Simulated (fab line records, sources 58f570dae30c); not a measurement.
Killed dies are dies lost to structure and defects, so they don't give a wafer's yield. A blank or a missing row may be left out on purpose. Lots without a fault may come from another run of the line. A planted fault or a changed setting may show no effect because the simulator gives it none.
fab line records | flow berkeley_cmos170
record lots=14 wafers=42 last_day=12
route steps=331 shown ZERO@12 SACOX@99 NLDD@168 NSD@197
lots that met no fault: from a run of the same line without faults
start_h: hours from the record's first day to the start of the lot's first wafer shown | wait_h: hours since the lot's step before | " the same as in the row above | L1.1+2: a row that stands for several wafers | - no value, or no start given | * or withheld: withheld | < > ~ a bound
route shown NAME@n: a module of which the file shows steps, and the number in the route of the first | usual: mean/standard deviation of fault-free wafers | same: alike in all rows | chamber/n: place in a boat | sites: the reading at each site | _std_site: their standard deviation | _edge_site: outer sites' mean less inner sites' | radius_mm: how far each site lies from the wafer's centre | mask NAME#n: copy n | behind: the tool/chamber that last shaped the wafer | hold: why the lot was held/for how many hours/how that ended | device: the transistor (n, p or np) that didn't switch | end of line: the same wafers' tests at the end of the route | a step without rows: its recipe alone | killed: dies lost to structure and defects at the first sort, not the wafer's yield | map: a wafer's dies, x killed, . not, _ none there
set.NAME: the setting as run; set.NAME@STEP: as run at that earlier step | model.NAME: the simulator's own value behind a step, which no gauge read
steps of the route over a sample of lots; a table a step, a row a wafer
services: from which hour (start_h, from the record's first day; less than 0 if before it) a tool's chamber was out of use, for how many hours, and why
## steps
# step UCB170_ZERO_ETCH_06
# recipe chemistry=CHF3/CF4/Ar target=SiO2 time_s=12 pressure_mtorr=100 rf_w=500 CHF3_flow_sccm=50 cf4_flow_sccm=10 Ar_flow_sccm=120 over_etch_frac=1.58
# usual drypump_motor_current_A=5.6/0.41 oes_product_au=0.617/0.0091 throttle_valve_pct=9.23/0.12
# columns lot.wafer tool chamber start_h wait_h drypump_motor_current_A oes_product_au rf_hours_counter_h throttle_valve_pct
L462.2 rie_diel-01 2 20.71 - 5.8 0.626 116 9.23
L462.3 " 0 " " 5.9 0.614 122 9.25
L462.4 " 3 " " 5.8 0.599 152 9.00
L463.1 rie_diel-01 3 26.65 - 5.8 0.608 152 9.02
L463.3 " 1 " " 6.2 0.624 78 9.26
L463.6 " 1 " " 6.2 0.625 - 9.26
L465.1 rie_diel-01 1 35.22 - 6.2 0.632 78 9.27
L465.2 " 3 " " 5.8 0.601 152 8.98
L465.5 " 3 " " 5.8 0.610 - 9.01
L467.3 rie_diel-01 0 41.56 - 5.8 0.604 123 9.27
L467.4 " 1 " " 6.2 0.632 79 9.26
L467.5 " 2 " " 5.9 0.619 - 9.23
L468.3 rie_diel-01 0 51.22 - 5.9 0.618 124 9.26
L468.4 " 2 " " 5.8 0.621 117 9.22
L468.5 " 3 " " 5.8 0.605 - 9.00
L470.2 rie_diel-01 0 58.86 - 5.9 0.617 124 9.28
L470.4 " 2 " " 5.8 0.626 117 9.23
L470.5 " 1 " " 6.2 0.628 - 9.26
L472.1 rie_diel-04 1 67.57 - 5.0 0.617 89 9.32
L472.5 " 2 " " 5.3 0.608 - 9.39
L472.6 " 1 " " 5.0 0.619 - 9.30
L474.2 rie_diel-03 3 79.02 - 5.0 0.610 49 9.17
L474.4 " 2 " " 4.9 0.608 134 9.12
L474.6 " 3 " " 5.0 0.623 - 9.17
L475.1 rie_diel-03 3 81.19 - 5.0 0.623 49 9.17
L475.2 " 0 " " 5.4 0.610 8 9.20
L475.6 " 0 " " 5.4 0.618 - 9.21
L476.3 rie_diel-03 3 89.15 - 5.0 0.625 49 9.19
L476.5 " 1 " " 5.7 0.613 - 9.41
L476.6 " 2 " " 4.9 0.617 - 9.12
L478.2 rie_diel-04 2 99.89 - 5.3 0.604 86 9.40
L478.4 " 2 " " 5.3 0.606 - 9.40
L478.5 " 3 " " 5.2 0.627 - 9.33
L480.2 rie_diel-01 1 106.93 - 6.2 0.639 82 9.27
L480.4 " 0 " " 5.9 0.616 126 9.27
L480.5 " 2 " " 5.9 0.619 - 9.20
L484.1 rie_diel-01 2 125.91 - 5.8 0.621 120 9.22
L484.2 " 1 " " 6.2 0.620 82 9.27
L484.6 " 1 " " 6.2 0.623 - 9.25
L485.1 rie_diel-03 2 134.70 - 4.9 0.607 137 9.12
L485.2 " 1 " " 5.7 0.617 158 9.42
L485.6 " 0 " " 5.4 0.628 - 9.20
# step UCB170_SACOX_THK_MEAS_02
# recipe reads=SiO2_of_SACOX_OXIDATION_01
# usual SACOX_OXIDE_THK=14.45/0.29
# columns lot.wafer tool chamber start_h wait_h SACOX_OXIDE_THK[nm]
L463.1 film_metro-02 - 99.73 0.0 14.50
L463.3 " - " " 14.66
L463.6 " - " " 14.55
L462.2 film_metro-03 - 99.74 0.0 14.23
L462.3 " - " " 14.27
L462.4 " - " " 14.12
L465.1 film_metro-01 - 99.79 0.1 13.93
L465.2 " - " " 14.09
L465.5 " - " " 14.28
L467.3 film_metro-03 - 117.01 0.0 14.82
L467.4 " - " " 14.84
L467.5 " - " " 14.46
L468.3 film_metro-02 - 117.06 0.1 14.26
L468.4 " - " " 14.51
L468.5 " - " " 14.56
L470.2 film_metro-02 - 128.70 0.0 14.63
L470.4 " - " " 14.80
L470.5 " - " " 14.70
L472.1 film_metro-02 - 138.16 0.0 14.28
L472.5 " - " " 14.28
L472.6 " - " " 14.28
L475.1 film_metro-01 - 145.59 0.0 14.38
L475.2 " - " " 14.19
L475.6 " - " " 14.53
L474.2 film_metro-02 - 145.60 0.0 14.88
L474.4 " - " " 14.95
L474.6 " - " " 15.05
L476.3 film_metro-02 - 166.65 0.0 14.26
L476.5 " - " " 14.26
L476.6 " - " " 13.88
L478.2 film_metro-03 - 180.39 0.0 14.57
L478.4 " - " " 14.78
L478.5 " - " " 14.38
L480.2 film_metro-01 - 180.39 0.0 14.64
L480.4 " - " " 14.47
L480.5 " - " " 14.62
L484.1 film_metro-03 - 205.77 0.0 14.74
L484.2 " - " " 14.55
L484.6 " - " " 14.78
L485.1 film_metro-01 - 216.22 0.0 14.39
L485.2 " - " " 14.25
L485.6 " - " " 14.12
# step UCB170_NLDD_STRIP_10
# recipe chemistry=O2 power_w=400 pressure_mtorr=3500 platen_temp_c=withheld o2_flow_sccm=400 overash_fraction=0.5
# usual chamber_pressure_mTorr=3500/3.3 drypump_motor_current_A=5.8/0.48 oes_product_au=0.734/0.0048 overash_fraction=0.5/0 strip_time_to_endpoint_s=21.65/0.072
# columns lot.wafer tool chamber start_h wait_h chamber_pressure_mTorr drypump_motor_current_A oes_product_au overash_fraction rf_hours_counter_h strip_time_to_endpoint_s
L463.1 plasma_asher-04 0 124.59 0.1 3500 5.4 0.731 0.5 46 21.68
L463.3 " 1 " " 3501 5.6 0.741 0.5 - 21.69
L463.6 " 0 " " 3496 5.4 0.735 0.5 - 21.61
L462.2 plasma_asher-02 1 125.82 0.1 3501 6.8 0.726 0.5 37 21.59
L462.3 " 1 " " 3500 6.8 0.730 0.5 - 21.57
L462.4 " 0 " " 3503 5.6 0.729 0.5 - 21.59
L465.1 plasma_asher-04 1 126.09 0.1 3499 5.6 0.734 0.5 46 21.58
L465.2 " 0 " " 3501 5.4 0.735 0.5 46 21.51
L465.5 " 0 " " 3502 5.4 0.732 0.5 - 21.63
L468.3 plasma_asher-04 1 145.94 0.1 3499 5.5 0.737 0.5 - 21.69
L468.4 " 0 " " 3511 5.4 0.735 0.5 - 21.73
L468.5 " 1 " " 3501 5.5 0.748 0.5 - 21.72
L467.3 plasma_asher-03 1 146.61 0.1 3496 5.9 0.729 0.5 - 21.54
L467.4 " 0 " " 3499 5.7 0.732 0.5 - 21.61
L467.5 " 1 " " 3503 6.0 0.733 0.5 - 21.51
L470.2 plasma_asher-02 1 155.29 0.1 3500 6.8 0.733 0.5 41 21.74
L470.4 " 1 " " 3504 6.8 0.724 0.5 - 21.68
L470.5 " 1 " " 3507 6.8 0.730 0.5 - 21.70
L472.1 plasma_asher-04 0 165.80 0.1 3504 5.4 0.739 0.5 51 21.62
L472.5 " 1 " " 3495 5.5 0.733 0.5 - 21.64
L472.6 " 0 " " 3500 5.3 0.737 0.5 - 21.65
L474.2 plasma_asher-02 0 175.37 0.1 3499 5.6 0.727 0.5 43 21.67
L474.4 " 1 " " 3501 6.8 0.731 0.5 - 21.63
L474.6 " 0 " " 3500 5.6 0.735 0.5 - 21.70
L475.1 plasma_asher-04 1 175.67 0.1 3500 5.5 0.738 0.5 52 21.65
L475.2 " 0 " " 3503 5.4 0.735 0.5 52 21.67
L475.6 " 0 " " 3506 5.4 0.738 0.5 - 21.67
L476.3 plasma_asher-02 1 196.45 0.1 3499 6.8 0.731 0.5 - 21.82
L476.5 " 0 " " 3501 5.6 0.739 0.5 - 21.78
L476.6 " 1 " " 3504 6.8 0.724 0.5 - 21.81
L480.2 plasma_asher-03 0 208.15 0.1 - - - - - -
L480.4 " 1 " " - - - - - -
L480.5 " 0 " " - - - - - -
L478.2 plasma_asher-02 0 208.45 0.1 - - - - - -
L478.4 " 0 " " - - - - - -
L478.5 " 0 " " - - - - - -
L484.1 plasma_asher-03 1 233.95 0.1 3502 5.9 0.735 0.5 9 21.65
L484.2 " 0 " " 3499 5.7 0.734 0.5 9 21.60
L484.6 " 0 " " 3501 5.7 0.731 0.5 - 21.65
L485.1 plasma_asher-03 1 244.15 0.1 3493 5.9 0.738 0.5 11 21.69
L485.2 " 0 " " 3492 5.7 0.725 0.5 11 21.70
L485.6 " 1 " " 3502 5.9 0.739 0.5 - 21.68
# step UCB170_NSD_TW_MEAS_10
# usual NSD_TW=4195/30
# columns lot.wafer tool chamber start_h wait_h NSD_TW
L463.1 film_metro-03 - 133.21 0.1 4217
L463.3 " - " " 4224
L463.6 " - " " 4225
L462.2 film_metro-02 - 133.57 0.1 4173
L462.3 " - " " 4173
L462.4 " - " " 4164
L465.1 film_metro-02 - 134.20 0.1 4152
L465.2 " - " " 4137
L465.5 " - " " 4167
L468.3 film_metro-04 - 154.25 0.1 4209
L468.4 " - " " 4189
L468.5 " - " " 4202
L467.3 film_metro-04 - 154.99 0.1 4196
L467.4 " - " " 4212
L467.5 " - " " 4216
L470.2 film_metro-03 - 163.94 0.1 4200
L470.4 " - " " 4193
L470.5 " - " " 4197
L472.1 film_metro-03 - 177.44 0.1 4235
L472.5 " - " " 4223
L472.6 " - " " 4215
L474.2 film_metro-03 - 184.98 0.1 4243
L474.4 " - " " 4209
L474.6 " - " " 4219
L475.1 film_metro-04 - 185.24 0.1 4211
L475.2 " - " " 4197
L475.6 " - " " 4210
L476.3 film_metro-04 - 207.68 0.1 4214
L476.5 " - " " 4208
L476.6 " - " " 4211
L484.1 film_metro-02 - 242.81 0.1 4145
L484.2 " - " " 4122
L484.6 " - " " 4149
L485.1 film_metro-03 - 252.54 0.1 4194
L485.2 " - " " 4215
L485.6 " - " " 4194
## services
# columns tool chamber start_h hours kind
rie_diel-04 0 14.06 5.1 repair
rie_diel-01 0 25.75 2.5 repair
rie_diel-01 3 27.53 5.2 repair
rie_diel-01 2 34.33 7.2 repair
rie_diel-04 - 42.88 1.0 repair
plasma_asher-03 - 66.97 49.4 repair
rie_diel-04 2 77.45 11.5 repair
rie_diel-04 1 88.31 12.7 repair
plasma_asher-03 - 116.34 9.0 pm
plasma_asher-03 0 116.34 9.0 vent_cycle
plasma_asher-03 1 116.34 9.0 vent_cycle
plasma_asher-03 0 125.34 - clean
plasma_asher-03 - 131.76 13.2 pm
plasma_asher-04 - 132.16 1.1 repair
rie_diel-01 3 137.37 - clean
rie_diel-01 3 137.37 15.6 scheduled_down
rie_diel-01 3 137.37 15.6 vent_cycle
rie_diel-01 0 146.73 1.7 repair
rie_diel-01 2 153.41 18.0 repair
rie_diel-01 1 175.21 5.9 repair
rie_diel-03 3 177.61 6.7 repair
rie_diel-01 3 219.57 15.3 repair
rie_diel-03 3 220.52 1.3 repair
rie_diel-01 1 229.18 4.9 repair
## key
first_sign step=UCB170_NLDD_STRIP_10 reading=tool_record direction=missing
effect none on later readings
met_at UCB170_NLDD_STRIP_10
struck_lots L478,L480
later_rows_left_out L478.2,L478.4,L478.5,L480.2,L480.4,L480.5
sort_left_out L478.2,L478.4,L478.5,L480.2,L480.4,L480.5
tester_left_out L478,L480
not_acting_at UCB170_ZERO_ETCH_06,UCB170_SACOX_THK_MEAS_02,UCB170_NSD_TW_MEAS_10
onset_between 196.45 208.15
fault kind=skipped_step_whole tool=plasma_asher-02,plasma_asher-03 chamber=- onset_h=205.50 steps=UCB170_NLDD_STRIP_10 scope=struck_lots_only
# tester_left_out: of these lots the tester's yield and bins aren't shown, on N5 and GAA mostly nor the transistor test; their killed dies are dies lost to structure and defects alone, not to doping, threshold or leakage, so they don't give the yield
# sort_left_out: the simulated sort isn't trusted on such a fault, so these wafers' sort isn't shown, and their yield isn't known
# later_rows_left_out: the simulator's readings of these wafers behind a module that went badly wrong aren't trusted and aren't shown, but for the sort
